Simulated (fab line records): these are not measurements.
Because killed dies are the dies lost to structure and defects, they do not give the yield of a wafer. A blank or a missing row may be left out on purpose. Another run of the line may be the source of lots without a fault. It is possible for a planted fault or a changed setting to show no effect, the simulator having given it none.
Which of the tools did it? || flow rit_cmos || Sampling: 15 lots, 45 wafers, 2 of 202 route steps

## WHAT EACH GAUGE READ, for each wafer
RIT_PRETRO_TW_MEAS_10.
{"lot": "L885", "measured": "day 3 05:43", "on": "film_metro-04", "PRETRO_TW": "476 472 477"}
{"lot": "L887", "measured": "day 3 11:20", "on": "film_metro-04", "PRETRO_TW": "474 473 473"}
{"lot": "L889", "measured": "day 3 19:10", "on": "film_metro-02", "PRETRO_TW": "475 475 474"}
{"lot": "L888", "measured": "day 3 19:37", "on": "film_metro-01", "PRETRO_TW": "485 483 481"}
{"lot": "L891", "measured": "day 3 22:50", "on": "film_metro-04", "PRETRO_TW": "472 477 471"}
{"lot": "L890", "measured": "day 3 23:05", "on": "film_metro-01", "PRETRO_TW": "482 488 486"}
{"lot": "L892", "measured": "day 4 05:45", "on": "film_metro-02", "PRETRO_TW": "473 475 474"}
{"lot": "L894", "measured": "day 4 12:24", "on": "film_metro-02", "PRETRO_TW": "475 474 474"}
{"lot": "L896", "measured": "day 5 00:43", "on": "film_metro-01", "PRETRO_TW": "483 484 485"}
{"lot": "L897", "measured": "day 5 04:13", "on": "film_metro-04", "PRETRO_TW": "474 476 473"}
{"lot": "L898", "measured": "day 5 08:46", "on": "film_metro-02", "PRETRO_TW": "478 478 478"}
{"lot": "L900", "measured": "day 5 17:31", "on": "film_metro-04", "PRETRO_TW": "440 442 441"}
{"lot": "L901", "measured": "day 5 22:52", "on": "film_metro-02", "PRETRO_TW": "440 442 441"}
{"lot": "L904", "measured": "day 6 13:16", "on": "film_metro-04", "PRETRO_TW": "440 440 439"}
{"lot": "L907", "measured": "day 7 06:59", "on": "film_metro-01", "PRETRO_TW": "485 482 484"}

## WHAT TOOL EACH LOT RAN ON (gives the tool, then ch and the chambers of the sampled wafers, and finally the start)
{"lot": "L885", "RIT_PRETRO_IMPLANT_08": "implanter-03 ch 0, day 3 05:23"}
{"lot": "L887", "RIT_PRETRO_IMPLANT_08": "implanter-02 ch 0, day 3 11:01"}
{"lot": "L889", "RIT_PRETRO_IMPLANT_08": "implanter-02 ch 0, day 3 18:50"}
{"lot": "L888", "RIT_PRETRO_IMPLANT_08": "implanter-01 ch 0, day 3 19:19"}
{"lot": "L891", "RIT_PRETRO_IMPLANT_08": "implanter-02 ch 0, day 3 22:33"}
{"lot": "L890", "RIT_PRETRO_IMPLANT_08": "implanter-01 ch 0, day 3 22:46"}
{"lot": "L892", "RIT_PRETRO_IMPLANT_08": "implanter-01 ch 0, day 4 05:26"}
{"lot": "L894", "RIT_PRETRO_IMPLANT_08": "implanter-03 ch 0, day 4 12:05"}
{"lot": "L896", "RIT_PRETRO_IMPLANT_08": "implanter-02 ch 0, day 5 00:24"}
{"lot": "L897", "RIT_PRETRO_IMPLANT_08": "implanter-02 ch 0, day 5 03:55"}
{"lot": "L898", "RIT_PRETRO_IMPLANT_08": "implanter-03 ch 0, day 5 08:28"}
{"lot": "L900", "RIT_PRETRO_IMPLANT_08": "implanter-03 ch 0, day 5 17:12"}
{"lot": "L901", "RIT_PRETRO_IMPLANT_08": "implanter-03 ch 0, day 5 22:32"}
{"lot": "L904", "RIT_PRETRO_IMPLANT_08": "implanter-03 ch 0, day 6 12:58"}
{"lot": "L907", "RIT_PRETRO_IMPLANT_08": "implanter-01 ch 0, day 7 06:41"}
- RIT_PRETRO_IMPLANT_08

## AS READ BY THE TOOLS THEMSELVES (means over the sampled wafers that have a number; for cases with no such wafer, the mark the record gives instead)
RIT_PRETRO_IMPLANT_08.
{"lot": "L885", "tool": "implanter-03", "beam_energy_keV": 44.998, "tilt_deg (degrees)": 6.997}
{"lot": "L887", "tool": "implanter-02", "beam_energy_keV": 45.001, "tilt_deg (degrees)": 7.009}
{"lot": "L889", "tool": "implanter-02", "beam_energy_keV": 45.000, "tilt_deg (degrees)": 7.008}
{"lot": "L888", "tool": "implanter-01", "beam_energy_keV": 45.006, "tilt_deg (degrees)": 6.999}
{"lot": "L891", "tool": "implanter-02", "beam_energy_keV": 45.006, "tilt_deg (degrees)": 7.007}
{"lot": "L890", "tool": "implanter-01", "beam_energy_keV": 45.014, "tilt_deg (degrees)": 7.000}
{"lot": "L892", "tool": "implanter-01", "beam_energy_keV": 45.012, "tilt_deg (degrees)": 6.974}
{"lot": "L894", "tool": "implanter-03", "beam_energy_keV": 44.998, "tilt_deg (degrees)": 6.979}
{"lot": "L896", "tool": "implanter-02", "beam_energy_keV": 45.019, "tilt_deg (degrees)": 7.025}
{"lot": "L897", "tool": "implanter-02", "beam_energy_keV": 44.999, "tilt_deg (degrees)": 7.016}
{"lot": "L898", "tool": "implanter-03", "beam_energy_keV": 45.019, "tilt_deg (degrees)": 7.019}
{"lot": "L900", "tool": "implanter-03", "beam_energy_keV": 29.233, "tilt_deg (degrees)": 6.962}
{"lot": "L901", "tool": "implanter-03", "beam_energy_keV": 29.242, "tilt_deg (degrees)": 6.984}
{"lot": "L904", "tool": "implanter-03", "beam_energy_keV": 29.248, "tilt_deg (degrees)": 6.986}
{"lot": "L907", "tool": "implanter-01", "beam_energy_keV": 45.002, "tilt_deg (degrees)": 6.974}

## THE ANSWER, worked out from the rows above alone
Rule: what is usual is taken from the lots themselves. The widest of any qualifying gaps counts: lots, ordered by their means at a reading, are off when they make up no more than a third of the lots, leave a main group of 4 or more, and stand apart from it by 3 or more times the standard deviation of that group's means. A main group whose means are all the same, to the digits that the tables above print for the reading, isn't used. A lot without any number at a reading at which 4 lots or more have one is off too. The other lots that the step has rows for count as sound. First the gauges in route order, then the tools' own readings, where a lot's mean is used as printed above. The first step at which some lot is off is used, and at that step the reading that is off furthest; a lot without a number counts as furthest.
Off: L900, L901, L904, seen at RIT_PRETRO_TW_MEAS_10 (PRETRO_TW). The main group has a mean of 478 with a standard deviation of 4.6.
A tool fits if, at a process step before that reading, it ran every lot that is off, and no sound lot after the first of them. Not tried: the gauges at RIT_PRETRO_TW_MEAS_10; whatever is off there is also off at RIT_PRETRO_IMPLANT_08, on other tools, and gauge error can't account for it. One fits: RIT_PRETRO_IMPLANT_08 on implanter-03. A fault onset in the window from L898 (day 5 08:28, its last sound lot) to L900 (day 5 17:12, its first lot off) fits.
On the lots that are off, the tool's own readings at RIT_PRETRO_IMPLANT_08 differ by more than 5 times the standard deviation of the sound lots' means, which bears it out; beam_energy_keV reads 29.241 there versus 45.006 on the sound lots.

## WHAT THE SIMULATOR HAD PUT IN
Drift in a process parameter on implanter-03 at RIT_PRETRO_IMPLANT_08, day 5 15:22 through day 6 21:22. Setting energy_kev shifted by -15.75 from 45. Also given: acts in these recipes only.
Lots struck among those shown: L900, L901, L904. This agrees with what the rule above found.
